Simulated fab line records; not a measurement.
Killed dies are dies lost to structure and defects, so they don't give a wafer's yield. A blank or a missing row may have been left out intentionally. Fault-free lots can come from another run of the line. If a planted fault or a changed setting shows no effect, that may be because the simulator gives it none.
The same fault as seen by 2 desks | flow rit_cmos | numbers are kept per desk, each desk with only its own; the story behind them comes last

== DESK OF THE TOOL OWNER: pvd_sputter-02 ==
The tool's own readings at RIT_SILICIDE_SPUTTER_01 (material Ti, target thk 30 nm, time 240 s): means of the sampled wafers that have a number, for each lot that ran on this tool. The brackets show how far a lot's mean lies from the usual mean; more than 4 standard deviations puts the lot out of limits, marked OUT.
Columns: A = substrate_temp_c at RIT_SILICIDE_SPUTTER_01, usual 25.00 C; B = throttle_valve_pct at RIT_SILICIDE_SPUTTER_01, usual 30.0 %
lot  | first seen here | A     | B
L778 | day 4 17:55     | 24.85 | 29.4
L782 | day 5 09:01     | 24.97 | 29.5
L784 | day 5 20:02     | 25.04 | 30.4
L786 | day 6 05:31     | 24.99 | 29.5
Finding of this desk: none of the 4 lots has anything out of limits.

== THE METROLOGY DESK ==
Means of the sampled wafers that have a number, per lot and without regard to the tool the lot ran on: this is what the gauges read. The brackets show how far a lot's mean lies from the usual mean; more than 4 standard deviations puts the lot out of limits, marked OUT.
Columns: A = PSD_TW at RIT_PSD_TW_MEAS_10, usual 3431; B = PSD_RS at RIT_SDANNEAL_RS_MEAS_04, usual 115.71 ohm/sq; C = NSD_RS at RIT_SDANNEAL_RS_MEAS_05, usual 84.36 ohm/sq; D = PLDD_RS at RIT_SDANNEAL_RS_MEAS_06, usual 178.4 ohm/sq; E = NLDD_RS at RIT_SDANNEAL_RS_MEAS_07, usual 152.6 ohm/sq; F = SILICIDE_TI_RS at RIT_SILICIDE_RS_MEAS_02, usual 48.0 ohm/sq; G = SILICIDE_TI_THK at RIT_SILICIDE_THK_MEAS_03, usual 29.4 nm
lot  | first seen here | A    | B      | C     | D     | E     | F    | G
L778 | day 4 16:57     | 3448 | 115.97 | 84.19 | 178.9 | 153.0 | 47.7 | 29.7
L782 | day 5 08:02     | 3428 | 115.74 | 84.62 | 179.0 | 152.8 | 47.8 | 29.7
L784 | day 5 19:04     | 3424 | 115.50 | 84.18 | 178.3 | 153.0 | 48.8 | 29.4
L785 | day 6 00:02     | 3425 | 116.12 | 84.16 | 179.1 | 152.6 | 49.3 | 28.6
L786 | day 6 04:31     | 3407 | 115.97 | 84.72 | 179.6 | 153.7 | 48.7 | 29.0
L791 | day 7 08:52     | 3455 | 115.70 | 84.47 | 178.6 | 152.3 | 47.7 | 29.6
Finding of this desk: none of the 6 lots has anything out of limits.

== TAKEN TOGETHER ==
Nothing out of limits was seen by the tool owner's desk.
From the metrology desk's view, nothing was out of limits.

== WHAT THE SIMULATOR HAD PUT IN ==
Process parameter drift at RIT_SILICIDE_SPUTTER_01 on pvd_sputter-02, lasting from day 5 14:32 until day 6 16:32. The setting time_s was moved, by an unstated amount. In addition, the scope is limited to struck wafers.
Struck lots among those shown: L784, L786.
